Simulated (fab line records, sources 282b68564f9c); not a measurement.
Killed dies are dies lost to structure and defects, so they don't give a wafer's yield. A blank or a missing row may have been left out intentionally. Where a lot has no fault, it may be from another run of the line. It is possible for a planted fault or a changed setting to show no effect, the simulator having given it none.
Problem report in the 8D (eight disciplines) form, filled by code | flow rit-cmos | the parts of the form that need people (team, actions taken, sign-off) are left out

1. PROBLEM STATEMENT
Mean M1_AL_RS at RIT_M1_RS_MEAS_01: 0.0660 ohm/sq over 4 wafers in 2 lots; fault-free wafers: 0.0732 ohm/sq, standard deviation 0.0011. Measured from the usual mean, that is -6.6 standard deviations.
The step: measures by four-point-probe.
The first sign was on wafer L358.1 at day 5 10:23, on film-metro-03. The record has a number at this step for 18 wafers belonging to 6 lots. By rule, "out" or "out of limits" means more than 4 standard deviations away from the usual mean. All remaining wafers that have a number are taken as sound.

2. WHAT IT IS, WHAT IT ISN'T
question                    | is                             | is not
which readings at this step | M1_AL_RS                       | -
which lots                  | L358, L360                     | L352, L356, L363, L372
which wafers of those lots  | L358.1, L358.5, L360.3, L360.6 | L358.6, L360.4
read on which gauges        | film-metro-03                  | film-metro-01, film-metro-04
when                        | from day 5 10:23               | up to then (7 sound wafers); but 7 sound wafers of L360, L363, L372 came after

3. THE SUSPECTS, EACH WITH WHAT RULES IT OUT
Counting: any tool at a process step up to the reading remains a suspect provided it ran every lot that is out. Sound lots after the first of them don't rule it out here, since some wafers of a struck lot are sound.
- the gauge at RIT_M1_RS_MEAS_01 has been ruled out. All the wafers that are out were read on film-metro-03, but those of them that RIT_M1_METAL_ETCH_12 has rows for are out there too, on other tools.
- rie-diel-03 at RIT_CONTACT_ETCH_11 (etches SiO2 in CHF3/CF4/Ar, stops on TiSi2, target depth 480 nm, time 320 s): kept. It processed each lot that is out (first: L358, day 5 09:13); up to then, its last sound lot is L356 (day 4 17:02).
- pvd-sputter-02 at RIT_M1_SPUTTER_00 (material Al, target thk 400 nm, time 500 s): kept. It processed each lot that is out (first: L358, day 5 10:04); up to then, its last sound lot is L352 (day 4 07:56).
Remaining after the count are rie-diel-03 at RIT_CONTACT_ETCH_11 and pvd-sputter-02 at RIT_M1_SPUTTER_00.

4. THE CAUSE (what the simulator had put in)
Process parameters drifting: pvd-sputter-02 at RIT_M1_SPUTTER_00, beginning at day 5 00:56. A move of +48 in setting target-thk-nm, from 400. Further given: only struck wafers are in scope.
2 suspects survive the count, and this tool is in that group.

5. THE CHAIN OF EFFECTS, in route order
One row per reading whose mean, taken over the struck wafers that have a number, lies over 3 standard deviations from the usual. Scope: only readings with a usual standard deviation given in the record; hours: median across lots of the time from each lot's start at the first step in this table that gives one to its start at this step; sigmas: change in usual standard deviations.
hours | step                 | reading        | usual         | on struck wafers | change  | sigmas
0     | RIT_M1_RS_MEAS_01    | M1_AL_RS       | 0.0732 ohm/sq | 0.0660           | -0.0072 | -6.6
9     | RIT_M1_THK_MEAS_02   | M1_AL_THK      | 401 nm        | 446              | +45     | +7.0
14    | RIT_M1_METAL_ETCH_12 | oes-product-au | 0.781 a.u.    | 0.836            | +0.055  | +5.5
Process steps it contains:
- RIT_M1_METAL_ETCH_12: etches Al in Cl2/BCl3, stops on SiO2, time 165 s, target depth 600 nm.
Later steps that measure or inspect, where all struck wafers having a row at the step show a number for every such reading and not one has moved that far: RIT_M1_CD_MEAS_09, RIT_M1_OVL_MEAS_10.

6. HOW IT WOULD HAVE BEEN CAUGHT EARLIER
Counted from the fault's start at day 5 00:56, it took 9 hours until the first out-of-limits reading at a measuring or inspecting step in this record, taken at day 5 10:23.
No tool reading at RIT_M1_SPUTTER_00 that has a usual standard deviation in the record was out on any struck wafer, so an alarm limit of 4 standard deviations on those readings would not have fired.
L360, from the lots that are out (2), started RIT_M1_SPUTTER_00 on pvd-sputter-02 later than day 5 10:23. A tool hold placed at that time would have kept it from harm.
